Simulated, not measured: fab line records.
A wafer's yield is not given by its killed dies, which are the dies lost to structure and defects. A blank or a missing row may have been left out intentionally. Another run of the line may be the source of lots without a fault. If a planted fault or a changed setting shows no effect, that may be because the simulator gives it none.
Split-lot trial :: flow berkeley cmos170 :: 5 lots, 23 wafers read, on a route of 331 steps

== THE SPLIT ==
At UCB170_V1_COAT_07 (resist thk 900 nm), the setting resist thk nm was moved away from the recipe's 900 nm on 7 of the 23 wafers read, by -5.4% to +1.9%. This setting was run at the recipe's value on the other wafers.

== FROM THE SPLIT TO THE READING: what the file shows between them, 2 steps ==
- UCB170_V1_SOFTBAKE_08: time 60 s
- UCB170_V1_EXPOSE_09: exposes mask VIA1, target cd 700 nm

== THE READING ==
KrF_of_V1_COAT_07.thk nm (the simulator's own value, which no gauge read), in nm, at UCB170_V1_ETCH_14 (etches SiO2 in CHF3/CF4/Ar, stops on Al, target depth 1250 nm, time 291 s). No usual value for it is given in the file. The 16 wafers here that ran the recipe average 607.1 nm, standard deviation 4.8 nm.

wafer: L076.2
tool, chamber at the split: litho track-04, 0
resist thk nm as run, nm: 900
against the recipe: recipe
KrF_of_V1_COAT_07.thk nm, nm: 602.7
against lot-mates on the recipe: -

wafer: L076.5
tool, chamber at the split: litho track-04, 0
resist thk nm as run, nm: 900
against the recipe: recipe
KrF_of_V1_COAT_07.thk nm, nm: 602.7
against lot-mates on the recipe: -

wafer: L076.3
tool, chamber at the split: litho track-04, 0
resist thk nm as run, nm: 900
against the recipe: recipe
KrF_of_V1_COAT_07.thk nm, nm: 604.2
against lot-mates on the recipe: -

wafer: L076.4
tool, chamber at the split: litho track-04, 0
resist thk nm as run, nm: 900
against the recipe: recipe
KrF_of_V1_COAT_07.thk nm, nm: 601
against lot-mates on the recipe: -

wafer: L076.6
tool, chamber at the split: litho track-04, 0
resist thk nm as run, nm: 900
against the recipe: recipe
KrF_of_V1_COAT_07.thk nm, nm: 596.5
against lot-mates on the recipe: -

wafer: L075.1
tool, chamber at the split: litho track-04, 0
resist thk nm as run, nm: 900
against the recipe: recipe
KrF_of_V1_COAT_07.thk nm, nm: 611.9
against lot-mates on the recipe: -

wafer: L075.6
tool, chamber at the split: litho track-04, 0
resist thk nm as run, nm: 900
against the recipe: recipe
KrF_of_V1_COAT_07.thk nm, nm: 611.9
against lot-mates on the recipe: -

wafer: L075.2
tool, chamber at the split: litho track-04, 0
resist thk nm as run, nm: 900
against the recipe: recipe
KrF_of_V1_COAT_07.thk nm, nm: 608.5
against lot-mates on the recipe: -

wafer: L080.2
tool, chamber at the split: litho track-02, 0
resist thk nm as run, nm: 879.2
against the recipe: -2.3%
KrF_of_V1_COAT_07.thk nm, nm: 580.5
against lot-mates on the recipe: -25.9

wafer: L080.3
tool, chamber at the split: litho track-02, 0
resist thk nm as run, nm: 900
against the recipe: recipe
KrF_of_V1_COAT_07.thk nm, nm: 610.3
against lot-mates on the recipe: -

wafer: L080.4
tool, chamber at the split: litho track-02, 0
resist thk nm as run, nm: 879.2
against the recipe: -2.3%
KrF_of_V1_COAT_07.thk nm, nm: 586.8
against lot-mates on the recipe: -19.6

wafer: L080.5
tool, chamber at the split: litho track-02, 0
resist thk nm as run, nm: 900
against the recipe: recipe
KrF_of_V1_COAT_07.thk nm, nm: 607.4
against lot-mates on the recipe: -

wafer: L080.6
tool, chamber at the split: litho track-02, 0
resist thk nm as run, nm: 900
against the recipe: recipe
KrF_of_V1_COAT_07.thk nm, nm: 601.5
against lot-mates on the recipe: -

wafer: L082.1
tool, chamber at the split: litho track-01, 0
resist thk nm as run, nm: 851
against the recipe: -5.4%
KrF_of_V1_COAT_07.thk nm, nm: 565
against lot-mates on the recipe: -47.7

wafer: L082.2
tool, chamber at the split: litho track-01, 0
resist thk nm as run, nm: 851
against the recipe: -5.4%
KrF_of_V1_COAT_07.thk nm, nm: 563.5
against lot-mates on the recipe: -49.2

wafer: L082.3
tool, chamber at the split: litho track-01, 0
resist thk nm as run, nm: 851
against the recipe: -5.4%
KrF_of_V1_COAT_07.thk nm, nm: 566.1
against lot-mates on the recipe: -46.6

wafer: L082.5
tool, chamber at the split: litho track-01, 0
resist thk nm as run, nm: 900
against the recipe: recipe
KrF_of_V1_COAT_07.thk nm, nm: 611.8
against lot-mates on the recipe: -

wafer: L082.6
tool, chamber at the split: litho track-01, 0
resist thk nm as run, nm: 900
against the recipe: recipe
KrF_of_V1_COAT_07.thk nm, nm: 613.6
against lot-mates on the recipe: -

wafer: L083.1
tool, chamber at the split: litho track-02, 0
resist thk nm as run, nm: 917.1
against the recipe: +1.9%
KrF_of_V1_COAT_07.thk nm, nm: 622.5
against lot-mates on the recipe: +12.9

wafer: L083.2
tool, chamber at the split: litho track-02, 0
resist thk nm as run, nm: 900
against the recipe: recipe
KrF_of_V1_COAT_07.thk nm, nm: 611.1
against lot-mates on the recipe: -

wafer: L083.4
tool, chamber at the split: litho track-02, 0
resist thk nm as run, nm: 900
against the recipe: recipe
KrF_of_V1_COAT_07.thk nm, nm: 608.3
against lot-mates on the recipe: -

wafer: L083.5
tool, chamber at the split: litho track-02, 0
resist thk nm as run, nm: 917.1
against the recipe: +1.9%
KrF_of_V1_COAT_07.thk nm, nm: 610.9
against lot-mates on the recipe: +1.3

wafer: L083.6
tool, chamber at the split: litho track-02, 0
resist thk nm as run, nm: 900
against the recipe: recipe
KrF_of_V1_COAT_07.thk nm, nm: 609.5
against lot-mates on the recipe: -

FIT RESULTS
A straight line over all 23 wafers: KrF_of_V1_COAT_07.thk nm changes by +7.65 nm for each +1% of resist thk nm; r = +0.95; the points scatter about the line by 5.1 nm.
The same after taking each lot's own level away (the mean of its wafers on the recipe; 23 wafers): +8.33 nm for each +1%; r = +0.98; scatter 4 nm.
According to that fit, moving resist thk nm by its largest amount changes the reading by 45 nm.
The lots' own levels span 601.42 to 612.70 nm, that is 2.3 times the standard deviation above.
The two slopes are in agreement: the lot-to-lot level therefore moves the slope only a little.
Check: for one of the wafers moved furthest among these (-5.4%), held out of the fit, the line's prediction against its lot-mates is -46.3 nm. Against them it came out at -47.7 nm.

== THE WHOLE CHAIN: every reading that the file lists as answering this split, in the file's order ==
step: UCB170_V1_COAT_07
what it does: resist thk 900 nm
reading: KrF_of_V1_COAT_07.thk nm (the simulator's own value, which no gauge read)
change (the file's fit): +8.65 nm for each +1% of the setting
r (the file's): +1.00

step: UCB170_V1_ETCH_14
what it does: etches SiO2 in CHF3/CF4/Ar, stops on Al, target depth 1250 nm, time 291 s
reading: KrF_of_V1_COAT_07.thk nm (the simulator's own value, which no gauge read)
change (the file's fit): +8.45 nm for each +1% of the setting
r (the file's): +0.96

step: UCB170_V1_STRIP_15
what it does: strips in O2
reading: strip time to endpoint s
change (the file's fit): withheld for each +1% of the setting
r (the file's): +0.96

== THE FILE'S OWN FIT ==
KrF_of_V1_COAT_07.thk nm changes by +8.45 nm for each +1% of resist thk nm, r = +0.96.
